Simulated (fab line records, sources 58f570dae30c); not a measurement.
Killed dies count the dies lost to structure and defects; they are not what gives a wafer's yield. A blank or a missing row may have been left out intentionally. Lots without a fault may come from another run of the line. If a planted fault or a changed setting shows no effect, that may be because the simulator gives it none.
Which tool is to blame? | flow berkeley-cmos170 | 14 lots with 42 wafers sampled at 4 steps, on a route of 331 steps

WHAT THE GAUGES READ, wafer by wafer
UCB170_PWELL_OVL_MEAS_13. Usual: PWELL_OVL typically reads 0 nm, with standard deviation 6.7.
lot  | measured    | on         | PWELL_OVL (nm) | flag
L454 | day 3 01:31 | overlay-02 | 15 12 8        |
L455 | day 3 01:46 | overlay-01 | 0 -2 -7        |
L459 | day 4 00:22 | overlay-01 | 10 7 6         |
L460 | day 4 13:35 | overlay-02 | 10 7 7         |
L462 | day 4 18:49 | overlay-02 | -13 -10 -13    |
L461 | day 4 19:05 | overlay-01 | -7 -7 -6       |
L463 | day 4 19:11 | overlay-02 | -6 -6 -1       |
L464 | day 5 00:56 | overlay-02 | -5 0 1         |
L465 | day 5 09:30 | overlay-01 | -7 -16 -4      |
L466 | day 5 19:42 | overlay-01 | 0 6 4          |
L467 | day 5 19:51 | overlay-02 | 5 2 0          |
L475 | day 7 12:13 | overlay-02 | -2 -1 3        |
L476 | day 7 12:27 | overlay-01 | -5 0 5         |
L477 | day 7 22:10 | overlay-01 | -6 -7 -3       |

UCB170_NVT_OVL_MEAS_06. Usual: NVT_OVL typically reads 1 nm, with standard deviation 5.5.
lot  | measured     | on         | NVT_OVL (nm) | flag
L454 | day 5 09:43  | overlay-02 | -2 2 1       |
L455 | day 5 09:14  | overlay-02 | -7 -9 -9     |
L459 | day 6 08:26  | overlay-01 | 3 3 7        |
L460 | day 7 06:20  | overlay-02 | -7 -5 -4     |
L462 | day 7 06:04  | overlay-01 | -6 -3 -6     |
L461 | day 7 06:05  | overlay-02 | 3 7 5        |
L463 | day 7 05:49  | overlay-01 | -4 -5 3      |
L464 | day 7 13:58  | overlay-01 | 1 2 10       |
L465 | day 7 23:41  | overlay-01 | 1 -9 -4      |
L475 | day 10 07:37 | overlay-01 | 3 13 9       |
L476 | day 10 07:22 | overlay-01 | 0 -4 5       |
L477 | day 10 18:51 | overlay-02 | 8 6 6        |

WHAT TOOL EACH LOT RAN ON (gives the tool, then ch and the chambers of the sampled wafers, and finally the start)
lot  | UCB170_ACTIVE_ETCH_15             | UCB170_SACOX_OXIDATION_01
L454 | rie-diel-01 ch 0,1,2, day 4 05:14 | furnace-03 ch 0, day 5 00:28
L455 | rie-diel-03 ch 2,3, day 4 05:35   | furnace-03 ch 0, day 5 00:28
L459 | rie-diel-02 ch 1,2,3, day 5 03:30 | furnace-04 ch 0, day 5 22:53
L460 | rie-diel-03 ch 1,2, day 5 21:28   | furnace-02 ch 0, day 6 18:53
L462 | rie-diel-02 ch 0,2, day 5 21:35   | furnace-02 ch 0, day 6 18:53
L461 | rie-diel-01 ch 0,1,2, day 5 21:50 | furnace-02 ch 0, day 6 18:53
L463 | rie-diel-03 ch 0,2, day 5 22:15   | furnace-02 ch 0, day 6 18:53
L464 | rie-diel-01 ch 0,1,2, day 6 05:21 | furnace-03 ch 0, day 7 02:28
L465 | rie-diel-01 ch 0,2, day 6 13:34   | furnace-02 ch 0, day 7 08:29
L466 | rie-diel-02 ch 0,1,3, day 7 01:38 | furnace-02, day 7 23:52
L467 | rie-diel-01 ch 1,2,3, day 7 00:47 | furnace-02, day 7 23:52
L475 | rie-diel-02 ch 0,1,3, day 8 16:07 | furnace-04 ch 0, day 9 18:15
L476 | rie-diel-01 ch 1,3, day 8 15:50   | furnace-04 ch 0, day 9 18:15
L477 | rie-diel-03 ch 1,2, day 9 05:17   | furnace-04 ch 0, day 10 06:25
- UCB170_ACTIVE_ETCH_15: etches Si3N4 in CH3F/Ar/O2, stops on SiO2, target depth 242 nm, time 151 s.
- UCB170_SACOX_OXIDATION_01: target thk 14.4 nm, ox time 2366 s.

AS READ BY THE TOOLS THEMSELVES (means over the sampled wafers that have a number; for cases with no such wafer, the mark the record gives instead)
UCB170_ACTIVE_ETCH_15. Usual: drypump-motor-current-A 5.7 A, standard deviation 0.38; oes-product-au 0.952 a.u., standard deviation 0.019; throttle-valve-pct 8.11 %, standard deviation 0.13.
lot  | tool        | drypump-motor-current-A (A) | oes-product-au (a.u.) | throttle-valve-pct (%) | flag
L454 | rie-diel-01 | 5.9                         | 0.947                 | 8.18                   |
L455 | rie-diel-03 | 5.3                         | 0.951                 | 8.23                   |
L459 | rie-diel-02 | 5.8                         | 0.962                 | 8.04                   |
L460 | rie-diel-03 | 5.5                         | 0.966                 | 8.12                   |
L462 | rie-diel-02 | 5.5                         | 0.937                 | 8.05                   |
L461 | rie-diel-01 | 5.9                         | 0.943                 | 8.18                   |
L463 | rie-diel-03 | 5.5                         | 0.942                 | 8.21                   |
L464 | rie-diel-01 | 5.8                         | 0.948                 | 8.19                   |
L465 | rie-diel-01 | 5.9                         | 0.932                 | 8.13                   |
L466 | rie-diel-02 | 5.5                         | 0.939                 | 8.08                   |
L467 | rie-diel-01 | 6.1                         | 0.963                 | 8.20                   |
L475 | rie-diel-02 | 5.5                         | 0.946                 | 8.07                   |
L476 | rie-diel-01 | 6.2                         | 0.980                 | 8.23                   |
L477 | rie-diel-03 | 5.5                         | 0.964                 | 7.98                   |

UCB170_SACOX_OXIDATION_01. Usual: ox-temp-c 900.1 C, standard deviation 0.4; ox-temp-c-max 906.7, standard deviation 1.3; zone-power-centre-pct 36.9 %, standard deviation 2.3.
lot  | tool       | ox-temp-c (C) | ox-temp-c-max | zone-power-centre-pct (%) | flag
L454 | furnace-03 | 900.2         | 905.1         | 37.7                      |
L455 | furnace-03 | 900.2         | 905.1         | 37.4                      |
L459 | furnace-04 | 899.6         | 906.0         | 33.4                      |
L460 | furnace-02 | 900.2         | 907.4         | 38.4                      |
L462 | furnace-02 | 900.2         | 907.4         | 38.7                      |
L461 | furnace-02 | 900.4         | 907.7         | 38.5                      |
L463 | furnace-02 | 900.2         | 907.3         | 38.6                      |
L464 | furnace-03 | 900.5         | 905.2         | 37.0                      |
L465 | furnace-02 | 900.1         | 906.3         | 38.3                      |
L466 | furnace-02 | -             | -             | -                         | OFF
L467 | furnace-02 | -             | -             | -                         | OFF
L475 | furnace-04 | 900.1         | 906.4         | 33.5                      |
L476 | furnace-04 | 899.7         | 906.6         | 33.5                      |
L477 | furnace-04 | 900.0         | 906.8         | 33.5                      |

THE ANSWER, worked out from the rows above alone
Rule: a lot counts as off when the mean over its wafers that have a number is more than 3 standard deviations away from the usual mean. Also off: a lot with no number at a reading for which 4 or more lots have one. Any other lot the step has rows for is counted as sound. First the gauges in route order, then the tools' own readings, where a lot's mean is used as printed above. The first step at which some lot is off is used, and at that step the reading that is off furthest; a lot without a number counts as furthest.
Off: L466, L467, at UCB170_SACOX_OXIDATION_01 (ox-temp-c). Without a number there: L466, L467.
If a tool, at that step or one of the process steps before it, ran each lot that is off and ran no sound lot following the first of them, it fits. One fits: furnace-02 at UCB170_SACOX_OXIDATION_01. Its last sound lot is L465 (day 7 08:29), its first lot that is off L466 (day 7 23:52): a fault that began between those two fits.
Blank at UCB170_SACOX_OXIDATION_01 on the lots that are off, where sound lots have numbers: ox-temp-c, ox-temp-c-max, zone-power-centre-pct.

WHAT THE SIMULATOR PUT IN
Beginning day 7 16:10, the whole step at UCB170_SACOX_OXIDATION_01 was skipped on furnace-02. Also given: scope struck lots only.
Lots struck among those shown: L466, L467. The rule given above showed the same thing.
